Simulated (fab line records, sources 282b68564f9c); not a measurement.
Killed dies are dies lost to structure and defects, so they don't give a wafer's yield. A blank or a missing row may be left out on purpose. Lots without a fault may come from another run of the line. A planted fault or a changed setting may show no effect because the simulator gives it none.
Chamber matching | flow rit_cmos | RIT_CONTACT_CVD_00 on pecvd-01: 3 sister chambers
The step deposits SiO2 from TEOS, target thk 400 nm, time 61 s. 14 wafers are shown with their chamber, then 7 later ones without.

WAFERS WITH THEIR CHAMBER
wafer  | chamber | heater_power_w (W)
L078.1 | 2       | 319
L078.3 | 0       | 293
L078.5 | 0       | 302
L081.1 | 2       | 378
L081.2 | 1       | 339
L081.4 | 2       | 275
L084.1 | 0       | 327
L084.2 | 1       | 323
L084.3 | 2       | 383
L087.1 | 1       | 318
L087.3 | 2       | 377
L087.5 | 0       | 334
L090.1 | 0       | 322
L090.2 | 2       | 366

SIGNATURES (means of the wafers above)
reading        | chamber 0 | chamber 1 | chamber 2 | scatter within a chamber
heater_power_w | 315.60    | 326.67    | 349.67    | 31.5
Rule: a wafer's distance from a chamber is the root of the sum, over the readings, of the square of ((its reading less the chamber's mean) divided by the reading's scatter). The wafer belongs to the nearest chamber; if the next one is less than 2 further off, it can't be placed. The scatter: the root of (the sum of the squares of (reading less its chamber's mean) over the shown wafers, divided by (wafers less chambers)).

WAFERS WITHOUT THEIR CHAMBER
wafer  | heater_power_w (W)
L090.3 | 278
L090.4 | 336
L090.5 | 294
L090.6 | 360
L095.2 | 334
L095.3 | 365
L095.6 | 283

WHICH CHAMBER EACH WENT THROUGH
wafer  | from the rows above          | in truth
L090.3 | can't be placed: 0 or 1 or 2 | 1
L090.4 | can't be placed: 1 or 2 or 0 | 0
L090.5 | can't be placed: 0 or 1 or 2 | 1
L090.6 | can't be placed: 2 or 1 or 0 | 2
L095.2 | can't be placed: 1 or 2 or 0 | 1
L095.3 | can't be placed: 2 or 1 or 0 | 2
L095.6 | can't be placed: 0 or 1 or 2 | 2
Placed correctly: 0 of 7. Can't be placed from these rows: 7 (the true chamber is among the candidates in 7). Placed wrongly: 0.
